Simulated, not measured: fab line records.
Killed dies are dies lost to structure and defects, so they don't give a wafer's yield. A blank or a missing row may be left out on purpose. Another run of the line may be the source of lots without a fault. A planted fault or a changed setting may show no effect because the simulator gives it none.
8D (eight disciplines) problem report, filled in by code | flow berkeleyCmos170 | the parts of the form that need people (team, actions taken, sign-off) are left out

1. THE ISSUE
Mean of cdNm at UCB170_M2_CD_MEAS_90: 719 nm across 6 wafers in 2 lots; on wafers with no fault it is 699 nm (standard deviation 3). That is +6.7 standard deviations from the usual mean.
The step: target cd 700 nm.
The first sign was on wafer L650.1 at day 10 04:17, on cdSem-01. The record has a number at this step for 42 wafers belonging to 14 lots. The rule behind "out" and "out of limits": a value lying over 4 standard deviations away from the usual mean. All remaining wafers that have a number are taken as sound.

2. WHAT IT IS; WHAT IT IS NOT
question                    | is                     | is not
which readings at this step | cdNm                   | -
which lots                  | L650, L653             | L638, L639, L640, L641, L644, L646, L649, L651, L656, L659, L660, L661
which wafers of those lots  | all that have a number | -
read on which gauges        | cdSem-01, cdSem-02     | -
when                        | from day 10 04:17      | up to then (24 sound wafers); but 12 sound wafers of L656, L659, L660, L661 came after

3. SUSPECTS, AND WHAT RULES EACH OUT
Counting: any tool at a process step up to the reading is kept as a suspect provided that every lot that is out went through it and no sound lot did after the first of them.
- the gauge at UCB170_M2_CD_MEAS_90 is ruled out. Those wafers that are out were read across 2 gauges (cdSem-01, cdSem-02).
- rieMetal-04 at UCB170_M2_METAL_ETCH_18 (etches Al in Cl2/BCl3, stops on SiO2, target depth 1170 nm, time 195 s): kept. All lots that are out passed through it, beginning with L650 at day 10 04:01, and no sound lot followed; its final sound lot before that point was L651 at day 10 01:28. Its own oesProductAu, runLengthS readings are out on those wafers.
Remaining after the count: rieMetal-04 at UCB170_M2_METAL_ETCH_18.

4. THE CAUSE (what the simulator had put in)
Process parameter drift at UCB170_M2_METAL_ETCH_18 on rieMetal-04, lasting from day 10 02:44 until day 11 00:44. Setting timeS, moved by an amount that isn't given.
Only this tool survived the counting.

5. THE EFFECT CHAIN, in route order
Rows list readings where the struck wafers' mean (over those with a number) sits beyond 3 standard deviations from the usual. Only readings for which the record gives a usual standard deviation are gone through. hours: the time from each lot's start at the first step in this table that gives one to its start at this step, as a median over the lots. sigmas: the change in usual standard deviations.
hours | step                    | reading      | usual      | on struck wafers | change | sigmas
0     | UCB170_M2_METAL_ETCH_18 | oesProductAu | 0.849 a.u. | 1.016            | +0.167 | +12
0     | UCB170_M2_METAL_ETCH_18 | runLengthS   | 223.0 s    | 138.2            | -84.8  | -99 or more
0     | UCB170_M2_STRIP_19      | oesProductAu | 0.536 a.u. | 0.720            | +0.184 | +9.7
0     | UCB170_M2_CD_MEAS_90    | cdNm         | 699 nm     | 719              | +20    | +6.7
Process steps it contains:
- UCB170_M2_METAL_ETCH_18: etches Al in Cl2/BCl3, stops on SiO2, target depth 1170 nm, time 195 s.
- UCB170_M2_STRIP_19: strips in O2.

6. WHAT WOULD HAVE CAUGHT IT SOONER
In this record the first reading out of limits at a measuring or inspecting step was taken at day 10 04:17, 2 hours after the fault began at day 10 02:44.
The tool's own readings at UCB170_M2_METAL_ETCH_18 were out on every struck wafer that the step has a row for (oesProductAu, runLengthS): an alarm limit on them would have fired on the first of those.
Lots out: 2; of these, L653 started UCB170_M2_METAL_ETCH_18 on rieMetal-04 after day 10 04:17. It would have been spared by a hold on the tool at that moment.
